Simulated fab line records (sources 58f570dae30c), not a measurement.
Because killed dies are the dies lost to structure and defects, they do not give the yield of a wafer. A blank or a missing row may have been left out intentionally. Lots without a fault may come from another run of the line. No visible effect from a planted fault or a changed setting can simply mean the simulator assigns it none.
What tool caused it?    flow berkeley_cmos170    6 lots with 18 wafers sampled at 2 steps, on a route of 331 steps

== WHAT THE GAUGES SHOWED, per wafer ==
UCB170_PSD_CD_MEAS_06: the cd target is 1200 nm.
lot   measured      on         cd_nm (nm)
L931  day 7 23:07   cd_sem-02  1198.9 1198.4 1200.2
L935  day 9 03:19   cd_sem-02  1198.4 1197.3 1198.6
L936  day 9 14:05   cd_sem-02  1201.7 1202.3 1200.2
L938  day 10 09:17  cd_sem-02  1196.0 1196.9 1197.1
L945  day 11 12:12  cd_sem-01  1198.3 1198.4 1198.2
L947  day 11 11:54  cd_sem-01  1198.7 1198.4 1197.7

== WHICH TOOL RAN EACH LOT (tool, then ch and the chambers of the sampled wafers, then the start) ==
lot   UCB170_PSD_EXPOSE_03
L931  krf_scanner-02 ch 0, day 7 22:41
L935  krf_scanner-02 ch 0, day 9 02:55
L936  krf_scanner-01 ch 0, day 9 13:42
L938  krf_scanner-01 ch 0, day 10 08:34
L945  krf_scanner-02 ch 0, day 11 11:19
L947  krf_scanner-01 ch 0, day 11 11:03
- UCB170_PSD_EXPOSE_03: exposes mask PSELECT MOD, target cd 1200 nm.

== THE ANSWER, worked out from the rows above alone ==
Rule: what is usual is taken from the lots themselves. Put in order of their means at a reading, lots are off if they are a third of the lots or fewer, leave a main group of 4 or more, and stand apart from it by a gap of 3 or more times the standard deviation of the main group's means; of several such gaps the widest counts. The tables above print the reading to a certain number of digits; a main group whose means all agree to those digits is not used. Also off: a lot with no number at a reading for which 4 or more lots have one. The other lots that the step has rows for count as sound.
No lot is off on any of the readings shown, so nothing can be concluded from this.

== WHAT HAD BEEN PUT IN BY THE SIMULATOR ==
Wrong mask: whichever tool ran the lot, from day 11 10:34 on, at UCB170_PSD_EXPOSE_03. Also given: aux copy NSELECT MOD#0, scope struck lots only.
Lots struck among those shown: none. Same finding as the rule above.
